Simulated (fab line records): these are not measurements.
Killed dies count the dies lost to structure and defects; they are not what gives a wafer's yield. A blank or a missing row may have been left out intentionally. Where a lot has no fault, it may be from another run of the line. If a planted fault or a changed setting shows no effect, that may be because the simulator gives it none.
fab line records ; flow berkeleyCmos170
[record] lots = 14; wafers = 42; lastDay = 12
route steps=331 shown START@4 PLDD@154 V2@295
lots with no fault: from the same line, run without faults
startH: hours from the record's first day to the start of the lot's first wafer shown ; waitH: hours elapsed since this lot's preceding step ; " the same as in the row above ; L1.1+2: a single row standing in for several wafers ; - no value, or no start given ; * or withheld: withheld ; < > ~ a bound
route shown NAME@n: NAME is a module with steps in the file, n the number in the route of the first one ; usual: mean/standard deviation taken from wafers without a fault ; same: alike in all rows ; chamber/n: place in a boat ; sites: per-site readings ; _std_site: how widely they spread, as a standard deviation ; _edge_site: mean of outer sites minus mean of inner sites ; radiusMm: for every site, how far away it sits from the centre of the wafer ; mask NAME#n: copy n ; behind: the most recent tool/chamber to have shaped the wafer ; hold: what put the lot on hold/how long, in hours/how the hold closed ; device: the n, p or np transistor that did not switch ; end of line: the tests these same wafers got at the end of their route ; a step without rows: its recipe alone ; killed: dies that structure and defects cost at the first sort, which is not the same as the wafer's yield ; map: a wafer's dies, x killed, . not, _ none there
set.NAME: the setting that was run; set.NAME@STEP: the one run at that earlier step ; model.NAME: the simulator's own value behind a step, which no gauge read
route steps across a sampled set of lots; one table per step, one row per wafer
services: from which hour (startH, from the record's first day; less than 0 if before it) a tool's chamber was out of use, for how many hours, and why
[[steps]]
[step UCB170_START_THK_MEAS_03]
[recipe] reads = SiO2_of_START_OXIDATION_02
[usual] START_OXIDE_THK = 20.2/0.39
lot.wafer;tool;chamber;startH;waitH;START_OXIDE_THK[nm]
L916.1;filmMetro-03;-;15.76;0.0;20.2
L916.3;filmMetro-03;-;15.76;0.0;20.2
L916.5;filmMetro-03;-;15.76;0.0;20.2
L917.2;filmMetro-02;-;20.27;0.0;20.2
L917.3;filmMetro-02;-;20.27;0.0;19.9
L917.5;filmMetro-02;-;20.27;0.0;20.1
L919.2;filmMetro-03;-;29.44;0.0;20.1
L919.4;filmMetro-03;-;29.44;0.0;20.1
L919.5;filmMetro-03;-;29.44;0.0;20.1
L920.3;filmMetro-03;-;34.58;0.0;20.9
L920.4;filmMetro-03;-;34.58;0.0;20.6
L920.6;filmMetro-03;-;34.58;0.0;20.4
L922.1;filmMetro-02;-;46.46;0.0;20.3
L922.3;filmMetro-02;-;46.46;0.0;20.4
L922.5;filmMetro-02;-;46.46;0.0;20.0
L923.1;filmMetro-04;-;49.81;0.0;20.0
L923.4;filmMetro-04;-;49.81;0.0;19.9
L923.6;filmMetro-04;-;49.81;0.0;20.0
L925.2;filmMetro-03;-;60.88;0.0;20.3
L925.3;filmMetro-03;-;60.88;0.0;20.1
L925.5;filmMetro-03;-;60.88;0.0;20.1
L932.1;filmMetro-02;-;95.90;0.0;20.0
L932.2;filmMetro-02;-;95.90;0.0;20.1
L932.4;filmMetro-02;-;95.90;0.0;20.3
L933.2;filmMetro-03;-;100.45;0.0;19.5
L933.5;filmMetro-03;-;100.45;0.0;19.4
L933.6;filmMetro-03;-;100.45;0.0;19.6
L935.1;filmMetro-03;-;108.07;0.0;19.6
L935.4;filmMetro-03;-;108.07;0.0;19.7
L935.6;filmMetro-03;-;108.07;0.0;19.5
L936.2;filmMetro-02;-;113.05;0.0;19.9
L936.4;filmMetro-02;-;113.05;0.0;20.1
L936.5;filmMetro-02;-;113.05;0.0;20.1
L937.2;filmMetro-04;-;118.18;0.0;20.4
L937.3;filmMetro-04;-;118.18;0.0;20.8
L937.6;filmMetro-04;-;118.18;0.0;20.7
L938.1;filmMetro-02;-;124.87;0.0;20.1
L938.4;filmMetro-02;-;124.87;0.0;20.3
L938.5;filmMetro-02;-;124.87;0.0;20.4
L939.2;filmMetro-04;-;130.07;0.0;19.8
L939.3;filmMetro-04;-;130.07;0.0;19.8
L939.4;filmMetro-04;-;130.07;0.0;19.5
[step UCB170_PLDD_IMPLANT_09]
[recipe] species = BF2; doseCm2 = 5e+13; energyKev = 10; tiltDeg = 7; rotationDeg = 180
lot.wafer;tool;chamber;startH;waitH
L919.2+4+5;implanter-01;0;135.11;0.1
L916.1+3+5;implanter-04;0;135.33;0.1
L917.2+3+5;implanter-03;0;135.64;0.1
L920.3+4+6;implanter-03;0;157.43;0.1
L922.1+3+5;implanter-01;0;162.96;0.1
L925.2+3+5;implanter-01;0;174.14;0.1
L923.1+4+6;implanter-03;0;174.52;0.1
L932.1+2+4;implanter-04;0;199.40;0.1
L935.1+4+6;implanter-01;0;208.67;0.2
L933.2+5+6;implanter-04;0;209.74;0.1
L936.2+4+5;implanter-03;0;225.68;0.1
L937.2+3+6;implanter-01;0;237.57;0.1
L938.1+4+5;implanter-03;0;237.66;0.1
L939.2+3+4;implanter-03;0;249.96;0.1
[step UCB170_SDANNEAL_RS_MEAS_04]
[recipe] thkMeasGauge = four-point-probe
[usual] PLDD_RS = 1031.8/2.7
lot.wafer;tool;chamber;startH;waitH;PLDD_RS[ohm/sq]
L919.2;filmMetro-03;-;147.16;0.1;1033.4
L919.4;filmMetro-03;-;147.16;0.1;1034.3
L919.5;filmMetro-03;-;147.16;0.1;1037.5
L916.1;filmMetro-04;-;147.59;0.1;1034.2
L916.3;filmMetro-04;-;147.59;0.1;1032.7
L916.5;filmMetro-04;-;147.59;0.1;1033.5
L917.2;filmMetro-03;-;147.81;0.1;1031.0
L917.3;filmMetro-03;-;147.81;0.1;1033.7
L917.5;filmMetro-03;-;147.81;0.1;1035.9
L920.3;filmMetro-02;-;173.60;0.1;1032.7
L920.4;filmMetro-02;-;173.60;0.1;1034.4
L920.6;filmMetro-02;-;173.60;0.1;1029.8
L922.1;filmMetro-04;-;173.91;0.1;1032.4
L922.3;filmMetro-04;-;173.91;0.1;1032.9
L922.5;filmMetro-04;-;173.91;0.1;1032.8
L923.1;filmMetro-04;-;185.70;0.1;1029.4
L923.4;filmMetro-04;-;185.70;0.1;1027.2
L923.6;filmMetro-04;-;185.70;0.1;1030.9
L925.2;filmMetro-02;-;186.00;0.1;1028.0
L925.3;filmMetro-02;-;186.00;0.1;1026.9
L925.5;filmMetro-02;-;186.00;0.1;1029.5
L932.1;filmMetro-02;-;212.85;0.1;1058.6
L932.2;filmMetro-02;-;212.85;0.1;1057.7
L932.4;filmMetro-02;-;212.85;0.1;1061.3
L935.1;filmMetro-03;-;224.56;0.1;1029.8
L935.4;filmMetro-03;-;224.56;0.1;1032.0
L935.6;filmMetro-03;-;224.56;0.1;1032.6
L933.2;filmMetro-02;-;224.70;0.1;1060.2
L933.5;filmMetro-02;-;224.70;0.1;1062.7
L933.6;filmMetro-02;-;224.70;0.1;1062.5
L936.2;filmMetro-02;-;240.98;0.1;1037.0
L936.4;filmMetro-02;-;240.98;0.1;1037.1
L936.5;filmMetro-02;-;240.98;0.1;1037.7
L937.2;filmMetro-02;-;250.94;0.1;1031.3
L937.3;filmMetro-02;-;250.94;0.1;1030.5
L937.6;filmMetro-02;-;250.94;0.1;1032.1
L938.1;filmMetro-03;-;251.08;0.1;1031.5
L938.4;filmMetro-03;-;251.08;0.1;1033.9
L938.5;filmMetro-03;-;251.08;0.1;1033.2
L939.2;filmMetro-03;-;261.76;0.1;1032.3
L939.3;filmMetro-03;-;261.76;0.1;1034.5
L939.4;filmMetro-03;-;261.76;0.1;1031.7
[step UCB170_V2_BOW_MEAS_03]
[recipe] mode = bow
[usual] V2_BOW = 35/7
lot.wafer;tool;chamber;startH;waitH;V2_BOW[um]
L919.2;filmMetro-01;-;163.92;0.2;42
L919.4;filmMetro-01;-;163.92;0.2;43
L919.5;filmMetro-01;-;163.92;0.2;39
L916.1;filmMetro-04;-;164.08;0.1;22
L916.3;filmMetro-04;-;164.08;0.1;36
L916.5;filmMetro-04;-;164.08;0.1;34
L917.2;filmMetro-01;-;167.62;0.3;37
L917.3;filmMetro-01;-;167.62;0.3;39
L917.5;filmMetro-01;-;167.62;0.3;44
L920.3;filmMetro-04;-;193.23;0.3;35
L920.4;filmMetro-04;-;193.23;0.3;47
L920.6;filmMetro-04;-;193.23;0.3;30
L922.1;filmMetro-01;-;198.41;0.1;38
L922.3;filmMetro-01;-;198.41;0.1;40
L922.5;filmMetro-01;-;198.41;0.1;34
L923.1;filmMetro-04;-;202.43;0.1;43
L923.4;filmMetro-04;-;202.43;0.1;34
L923.6;filmMetro-04;-;202.43;0.1;37
L925.2;filmMetro-02;-;202.64;0.1;31
L925.3;filmMetro-02;-;202.64;0.1;28
L925.5;filmMetro-02;-;202.64;0.1;32
L932.1;filmMetro-02;-;231.59;0.2;39
L932.2;filmMetro-02;-;231.59;0.2;49
L932.4;filmMetro-02;-;231.59;0.2;37
L935.1;filmMetro-01;-;244.60;0.1;35
L935.4;filmMetro-01;-;244.60;0.1;25
L935.6;filmMetro-01;-;244.60;0.1;43
L933.2;filmMetro-01;-;246.18;0.3;30
L933.5;filmMetro-01;-;246.18;0.3;39
L933.6;filmMetro-01;-;246.18;0.3;34
L936.2;filmMetro-01;-;261.43;0.3;53
L936.4;filmMetro-01;-;261.43;0.3;38
L936.5;filmMetro-01;-;261.43;0.3;41
L938.1;filmMetro-01;-;268.50;0.1;33
L938.4;filmMetro-01;-;268.50;0.1;29
L938.5;filmMetro-01;-;268.50;0.1;36
L937.2;filmMetro-04;-;270.37;0.2;41
L937.3;filmMetro-04;-;270.37;0.2;34
L937.6;filmMetro-04;-;270.37;0.2;34
L939.2;filmMetro-01;-;286.33;0.3;34
L939.3;filmMetro-01;-;286.33;0.3;35
L939.4;filmMetro-01;-;286.33;0.3;22
[[services]]
tool;chamber;startH;hours;kind
implanter-03;-;114.14;3.8;pm
implanter-01;-;128.81;3.7;pm
implanter-01;-;165.12;2.4;repair
implanter-04;-;210.19;31.6;pm
implanter-04;-;241.83;1.7;pm
[[key]]
[firstSign] step = UCB170_SDANNEAL_RS_MEAS_04; reading = PLDD_RS; direction = up; sigmas = 10; usual = 1031.8; struck = 1060.5
effect none on later readings
metAt UCB170_PLDD_IMPLANT_09
struckLots L932,L933
testerLeftOut L932,L933
notActingAt UCB170_START_THK_MEAS_03,UCB170_V2_BOW_MEAS_03
onsetBetween 135.33 199.40
[fault] kind = processParameterDrift; tool = implanter-04; chamber = -; onsetH = 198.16; steps = UCB170_PLDD_IMPLANT_09; channel = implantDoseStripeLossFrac; offset = 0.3; shape = step; endH = 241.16
// testerLeftOut: of these lots the tester's yield and bins aren't shown, on N5 and GAA mostly nor the transistor test; their killed dies are dies lost to structure and defects alone, not to doping, threshold or leakage, so they don't give the yield
